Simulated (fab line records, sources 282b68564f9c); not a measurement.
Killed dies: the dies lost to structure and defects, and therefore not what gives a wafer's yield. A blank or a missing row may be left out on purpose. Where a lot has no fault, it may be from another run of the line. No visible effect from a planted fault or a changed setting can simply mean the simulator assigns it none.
fab line records	flow ritCmos
record: lots: 6	wafers: 18	lastDay: 7
route steps=202 shown PLDD@120 SPACER@125 NSD@131 M1@202
lots that met no fault: from a run of the same line without faults
startH: start of the lot's first displayed wafer, in hours after the record's first day	waitH: how many hours have passed since the lot's step before this one	" same as the row above	L1.1+2: a row that stands for several wafers	- value missing, or start not given	* or withheld: withheld	< > ~ a bound
route shown NAME@n: NAME is a module with steps in the file, n the number in the route of the first one	usual: mean/standard deviation taken from wafers without a fault	same: alike in all rows	chamber/n: place in a boat	sites: readings site by site	_std_site: standard deviation of those values	_edge_site: outer sites' mean less inner sites'	radiusMm: for every site, how far away it sits from the centre of the wafer	mask NAME#n: copy n	behind: the tool/chamber that last shaped the wafer	hold: why the lot was held/for how many hours/how that ended	device: the n, p or np transistor that did not switch	end of line: the route-end tests of the same wafers	for a step that has no rows: nothing shown but its recipe	killed: count of dies lost to structure and defects at first sort (not the wafer's yield)	map: a wafer's dies, marking killed ones x, the rest . and places with no die _
set.NAME: the run value of the setting; set.NAME@STEP: its run value at that earlier step	model.NAME: the simulator's own value behind a step, which no gauge read
lots at some steps of the route; a table a step, a row a wafer
services: the hour from which a tool's chamber was out of use, counted from the record's first day as startH (under 0 if before that day), plus the number of hours and why
== steps ==
step: RIT_PLDD_OVL_MEAS_06
usual: PLDD_OVL: 0.3/1.2
lot.wafer	tool	chamber	startH	waitH	PLDD_OVL[nm]
L223.1	overlay-01	-	50.34	-	1.3
L223.4	"	-	"	"	1.2
L223.5	"	-	"	"	-0.3
L224.4	overlay-02	-	54.65	-	-0.4
L224.5	"	-	"	"	0.5
L224.6	"	-	"	"	-1.0
L227.1	overlay-01	-	67.40	-	-0.2
L227.2	"	-	"	"	0.4
L227.4	"	-	"	"	0.1
L230.2	overlay-02	-	88.27	-	2.7
L230.3	"	-	"	"	-0.5
L230.6	"	-	"	"	0.2
L242.3	overlay-02	-	145.04	-	-0.9
L242.4	"	-	"	"	-0.6
L242.5	"	-	"	"	0.8
L244.2	overlay-01	-	153.56	-	-1.0
L244.3	"	-	"	"	0.3
L244.6	"	-	"	"	-0.7
step: RIT_PLDD_HARDBAKE_07
recipe: resist: NOVOLAK	tempC: 140	timeS: 60
step: RIT_PLDD_IMPLANT_08
recipe: species: BF2	energyKev: 20	doseCm2: 8.828e+14	tiltDeg: 7
step: RIT_PLDD_STRIP_09
recipe: chemistry: O2	timeS: 180	resist: NOVOLAK	platenTempC: withheld	powerW: 500	pressureMtorr: 4000	o2FlowSccm: 4000
usual: drypumpMotorCurrentA: 5.7/0.47
lot.wafer	tool	chamber	startH	waitH	drypumpMotorCurrentA	rfHoursCounterH
L223.1	plasmaAsher-03	0	50.67	0.1	5.7	31
L223.4	"	0	"	"	5.7	-
L223.5	"	1	"	"	5.6	-
L224.4	plasmaAsher-02	0	55.03	0.1	6.6	-
L224.5	"	1	"	"	5.8	-
L224.6	"	0	"	"	6.5	-
L227.1	plasmaAsher-01	0	67.74	0.1	5.9	46
L227.2	"	1	"	"	4.9	46
L227.4	"	0	"	"	5.9	-
L230.2	plasmaAsher-02	1	88.60	0.1	5.8	50
L230.3	"	0	"	"	6.6	-
L230.6	"	0	"	"	6.5	-
L242.3	plasmaAsher-01	1	145.42	0.1	4.9	-
L242.4	"	0	"	"	5.9	-
L242.5	"	0	"	"	5.9	-
L244.2	plasmaAsher-03	0	153.89	0.1	5.7	42
L244.3	"	1	"	"	5.6	-
L244.6	"	0	"	"	5.7	-
step: RIT_PLDD_TW_MEAS_10
usual: PLDD_TW: 2324/20
lot.wafer	tool	chamber	startH	waitH	PLDD_TW
L223.1	filmMetro-03	-	50.85	0.1	2307
L223.4	"	-	"	"	2304
L223.5	"	-	"	"	2307
L224.4	filmMetro-01	-	55.18	0.1	2340
L224.5	"	-	"	"	2342
L224.6	"	-	"	"	2340
L227.1	filmMetro-01	-	67.91	0.1	2336
L227.2	"	-	"	"	2343
L227.4	"	-	"	"	2342
L230.2	filmMetro-01	-	88.79	0.1	2356
L230.3	"	-	"	"	2356
L230.6	"	-	"	"	2345
L242.3	filmMetro-01	-	145.56	0.1	2341
L242.4	"	-	"	"	2336
L242.5	"	-	"	"	2361
L244.2	filmMetro-04	-	154.08	0.1	2312
L244.3	"	-	"	"	2313
L244.6	"	-	"	"	2300
step: RIT_SPACER_CLEAN_00
recipe: chemistry: SC1	mix: 3:3:50	timeS: 600	tempC: 75
step: RIT_SPACER_CLEAN_01
recipe: chemistry: dHF	dilution: 50:1	timeS: 30
step: RIT_SPACER_CLEAN_02
recipe: chemistry: SC2	mix: 3:3:50	timeS: 600	tempC: 75	dry: n2Spin
step: RIT_SPACER_CVD_03
recipe: material: Si3N4	targetThkNm: 250	tempC: 810	precursor: SiH2Cl2/NH3	timeS: 3300	pressureMtorr: 300	sih2cl2FlowSccm: 60	nh3FlowSccm: 150
step: RIT_SPACER_THK_MEAS_04
recipe: reads: Si3N4_of_SPACER_CVD_03
usual: SPACER_NITRIDE_THK: 250.0/2.3
lot.wafer	tool	chamber	startH	waitH	SPACER_NITRIDE_THK[nm]
L223.1	filmMetro-03	-	53.21	0.0	249.8
L223.4	"	-	"	"	250.7
L223.5	"	-	"	"	252.7
L224.4	filmMetro-03	-	57.78	0.0	254.8
L224.5	"	-	"	"	252.7
L224.6	"	-	"	"	249.8
L227.1	filmMetro-02	-	70.26	0.0	249.7
L227.2	"	-	"	"	249.4
L227.4	"	-	"	"	248.1
L230.2	filmMetro-03	-	91.16	0.0	245.5
L230.3	"	-	"	"	245.1
L230.6	"	-	"	"	247.1
L242.3	filmMetro-04	-	147.90	0.0	252.0
L242.4	"	-	"	"	250.4
L242.5	"	-	"	"	250.4
L244.2	filmMetro-04	-	156.42	0.0	247.2
L244.3	"	-	"	"	248.3
L244.6	"	-	"	"	247.2
step: RIT_SPACER_ETCHBACK_05
recipe: targetDepthA: 2500	SF6_flow_sccm: 30	CHF3_flow_sccm: 30	target: Si3N4	chemistry: SF6/CHF3	pressureMtorr: 40	rfW: 250	timeS: 240	stopOn: SiO2
usual: drypumpMotorCurrentA: 5.7/0.52	oesProductAu: 0.848/0.017	throttleValvePct: 10.32/0.12
lot.wafer	tool	chamber	startH	waitH	drypumpMotorCurrentA	oesProductAu	rfHoursCounterH	throttleValvePct
L223.1	rieDiel-04	0	53.27	0.1	5.0	0.844	61	10.18
L223.4	"	3	"	"	5.8	0.825	1	10.26
L223.5	"	0	"	"	5.0	0.853	-	10.19
L224.4	rieDiel-01	2	57.81	0.0	5.5	0.883	77	10.10
L224.5	"	0	"	"	5.9	0.876	-	10.35
L224.6	"	1	"	"	6.5	0.850	-	10.38
L227.1	rieDiel-01	3	70.32	0.1	6.5	0.838	7	10.32
L227.2	"	0	"	"	5.9	0.876	126	10.34
L227.4	"	2	"	"	5.5	0.861	77	10.11
L230.2	rieDiel-04	0	91.21	0.0	5.1	0.839	61	10.17
L230.3	"	2	"	"	6.0	0.825	31	10.43
L230.6	"	3	"	"	5.8	0.814	-	10.28
L242.3	rieDiel-01	3	147.94	0.0	6.4	0.852	8	10.34
L242.4	"	0	"	"	5.8	0.871	128	10.35
L242.5	"	1	"	"	6.5	0.851	-	10.37
L244.2	rieDiel-02	0	156.47	0.0	4.8	0.842	36	10.39
L244.3	"	2	"	"	5.6	0.814	1	10.22
L244.6	"	0	"	"	4.8	0.836	-	10.42
step: RIT_NSD_HMDS_00
recipe: primeTimeS: 60	primeTempC: 140
step: RIT_NSD_COAT_01
recipe: resist: NOVOLAK	spinRpm: 3250	resistThkNm: 1000
usual: spinSpeedRpm: 3250.0/2.7
lot.wafer	tool	chamber	startH	waitH	spinSpeedRpm	model.NOVOLAK_of_NSD_COAT_01.thkNm
L223.1	lithoTrack-03	0	53.57	0.1	3255.5	1003
L223.4	"	0	"	"	3247.8	1005
L223.5	"	0	"	"	3248.6	1004
L224.4	lithoTrack-03	0	58.19	0.1	3252.0	1004
L224.5	"	0	"	"	3254.8	1002
L224.6	"	0	"	"	3253.3	1002
L227.1	lithoTrack-01	0	70.62	0.1	3252.0	1000
L227.2	"	0	"	"	3244.8	998.9
L227.4	"	0	"	"	3254.2	996.8
L230.2	lithoTrack-01	0	91.54	0.1	3250.0	1002
L230.3	"	0	"	"	3250.2	997.9
L230.6	"	0	"	"	3247.5	998.4
L242.3	lithoTrack-04	0	148.29	0.1	3440.6	970.3
L242.4	"	0	"	"	3435.5	975.1
L242.5	"	0	"	"	3437.2	971
L244.2	lithoTrack-04	0	156.82	0.1	3440.0	971.2
L244.3	"	0	"	"	3440.0	969.1
L244.6	"	0	"	"	3441.8	971.1
step: RIT_NSD_SOFTBAKE_02
recipe: resist: NOVOLAK	tempC: 90	timeS: 60
step: RIT_NSD_EXPOSE_03
recipe: maskId: M9	na: 0.57	targetCdNm: 40700	doseMj: 250
step: RIT_NSD_PEB_04
recipe: resist: NOVOLAK	tempC: withheld	timeS: withheld
step: RIT_NSD_DEVELOP_05
recipe: resist: NOVOLAK	developTimeS: 50	devTempC: 23
step: RIT_NSD_OVL_MEAS_06
usual: NSD_OVL: 0.8/1.4
lot.wafer	tool	chamber	startH	waitH	NSD_OVL[nm]
L223.1	overlay-02	-	54.27	-	1.0
L223.4	"	-	"	"	2.3
L223.5	"	-	"	"	2.0
L224.4	overlay-01	-	58.83	-	2.2
L224.5	"	-	"	"	4.3
L224.6	"	-	"	"	2.8
L227.1	overlay-01	-	71.32	-	0.9
L227.2	"	-	"	"	0.9
L227.4	"	-	"	"	-0.5
L230.2	overlay-02	-	92.22	-	1.9
L230.3	"	-	"	"	2.7
L230.6	"	-	"	"	2.2
L242.3	overlay-02	-	148.95	-	0.5
L242.4	"	-	"	"	1.3
L242.5	"	-	"	"	-1.7
L244.2	overlay-01	-	157.62	-	-0.6
L244.3	"	-	"	"	-1.0
L244.6	"	-	"	"	-1.6
step: RIT_NSD_HARDBAKE_07
recipe: resist: NOVOLAK	tempC: 140	timeS: 60
lot.wafer	tool	chamber	startH	waitH	model.NOVOLAK_of_NSD_COAT_01.thkNm
L223.1	lithoTrack-01	0	54.30	0.0	886.6
L223.4	"	0	"	"	888.1
L223.5	"	0	"	"	887.2
L224.4	lithoTrack-03	0	58.93	0.1	886.9
L224.5	"	0	"	"	885.1
L224.6	"	0	"	"	885.7
L227.1	lithoTrack-04	0	71.36	0.0	884.2
L227.2	"	0	"	"	882.9
L227.4	"	0	"	"	881
L230.2	lithoTrack-03	0	92.27	0.0	885.8
L230.3	"	0	"	"	882
L230.6	"	0	"	"	882.3
L242.3	lithoTrack-03	0	149.03	0.1	857.8
L242.4	"	0	"	"	862
L242.5	"	0	"	"	858.4
L244.2	lithoTrack-04	0	157.68	0.0	858.6
L244.3	"	0	"	"	856.7
L244.6	"	0	"	"	858.5
step: RIT_NSD_IMPLANT_08
recipe: species: P	energyKev: 25	doseCm2: 1.023e+15	tiltDeg: 7
step: RIT_M1_PROBE_99
usual: killed_at_M0_to_M3: 0.0/0.12	killedAtFrontEnd: 7/3	killedDies: 7/3	killedOpen: 3.2/2	killedShort: 3.5/2.1
same: grossDies: 264	killed_at_M4_up: 0	killedAtBackSide: 0	killedAtContacts: 0	killedAtOther: 0
lot.wafer	tool	chamber	startH	waitH	killed_at_M0_to_M3	killedAtFrontEnd	killedDies	killedOpen	killedShort
L224.4	prober-02	-	70.20	0.2	0	11	11	1	10
L224.5	prober-02	-	70.25	0.2	0	12	12	6	6
L224.6	prober-02	-	70.30	0.2	0	6	6	3	3
L227.1	prober-01	-	82.35	0.1	1	4	5	2	3
L227.2	prober-01	-	82.40	0.1	0	2	2	2	0
L227.4	prober-01	-	82.50	0.2	0	6	6	4	2
L230.2	prober-02	-	102.30	0.1	0	6	6	2	4
L230.3	prober-02	-	102.35	0.2	0	5	5	3	2
L230.6	prober-02	-	102.50	0.2	0	7	7	2	5
L242.3	prober-02	-	161.59	0.2	0	6	6	3	3
L242.4	prober-02	-	161.64	0.2	0	5	5	2	3
L242.5	prober-02	-	161.69	0.2	0	4	4	0	4
killed by level:class
L224.4 GATE:geometricParticle:short=3 SILICIDE:geometricParticle:short=3 FOX1:geometricParticle:short=1 FOX2:geometricParticle:short=1 REOX:geometricParticle:short=1 SPACER:geometricParticle:short=1 SPACER:geometricParticle:open=1
L224.5 FOX1:geometricParticle:open=2 FOX1:geometricParticle:short=2 GATE:geometricParticle:short=2 REOX:geometricParticle:open=2 GATE:geometricParticle:open=1 REOX:geometricParticle:short=1 SILICIDE:geometricParticle:open=1 SILICIDE:geometricParticle:short=1
L224.6 GATE:geometricParticle:open=3 FOX1:geometricParticle:short=1 GATE:geometricParticle:short=1 REOX:geometricParticle:short=1
L227.1 FOX1:geometricParticle:short=1 FOX1:geometricParticle:open=1 FOX2:geometricParticle:short=1 SILICIDE:geometricParticle:open=1 M1:geometricParticle:short=1
L227.2 FOX1:geometricParticle:open=1 SPACER:geometricParticle:open=1
L227.4 FOX1:geometricParticle:open=2 SILICIDE:geometricParticle:open=2 GATE:geometricParticle:short=1 SILICIDE:geometricParticle:short=1
L230.2 SPACER:geometricParticle:short=2 FOX1:geometricParticle:open=1 GATE:geometricParticle:short=1 REOX:geometricParticle:open=1 REOX:geometricParticle:short=1
L230.3 SPACER:geometricParticle:open=2 ACTIVE:geometricParticle:short=1 FOX2:geometricParticle:open=1 SPACER:geometricParticle:short=1
L230.6 GATE:geometricParticle:short=3 FOX1:geometricParticle:open=1 FOX2:geometricParticle:open=1 REOX:geometricParticle:short=1 SPACER:geometricParticle:short=1
L242.3 FOX1:geometricParticle:short=1 FOX2:geometricParticle:short=1 FOX2:geometricParticle:open=1 REOX:geometricParticle:short=1 REOX:geometricParticle:open=1 SPACER:geometricParticle:open=1
L242.4 REOX:geometricParticle:short=3 FOX1:geometricParticle:open=1 SPACER:geometricParticle:open=1
L242.5 FOX1:geometricParticle:short=1 FOX2:geometricParticle:short=1 REOX:geometricParticle:short=1 SPACER:geometricParticle:short=1
== services ==
tool	chamber	startH	hours	kind
plasmaAsher-01	-	29.62	2.8	pm
plasmaAsher-03	-	56.99	10.5	repair
rieDiel-01	0	61.01	7.9	repair
rieDiel-02	2	98.12	-	clean
rieDiel-02	2	98.12	21.1	scheduledDown
rieDiel-02	2	98.12	21.1	ventCycle
rieDiel-04	2	103.00	3.8	repair
plasmaAsher-02	-	108.75	9.0	pm
plasmaAsher-02	0	108.75	9.0	ventCycle
plasmaAsher-02	1	108.75	9.0	ventCycle
plasmaAsher-02	0	117.75	-	clean
plasmaAsher-02	1	117.75	-	clean
plasmaAsher-01	-	129.00	5.6	repair
rieDiel-02	1	132.58	2.4	repair
rieDiel-01	3	135.35	6.4	repair
plasmaAsher-01	-	154.90	2.6	repair
rieDiel-01	-	156.11	0.2	repair
== key ==
firstSign: step: RIT_NSD_COAT_01	reading: spinSpeedRpm	direction: up	sigmas: 71	usual: 3250.0	struck: 3439.2
effect none on later readings
modelEffect: step: RIT_NSD_COAT_01	value: NOVOLAK_of_NSD_COAT_01.thkNm	without: 999.2	struck: 971.3
modelEffect: step: RIT_NSD_HARDBAKE_07	value: NOVOLAK_of_NSD_COAT_01.thkNm	without: 883	struck: 858.7
metAt RIT_NSD_COAT_01
struckWafers L242.3,L242.4,L242.5,L244.2,L244.3,L244.6
testerLeftOut L242,L244
fault: kind: processParameterDrift	tool: lithoTrack-04	chamber: -	onsetH: 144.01	steps: RIT_NSD_COAT_01	channel: spinRpm	offset: 189.14	shape: step	endH: 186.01	actsIn: theseRecipesOnly	stated: 3250
testerLeftOut: of these lots the tester's yield and bins aren't shown, on N5 and GAA mostly nor the transistor test; their killed dies are dies lost to structure and defects alone, not to doping, threshold or leakage, so they don't give the yield
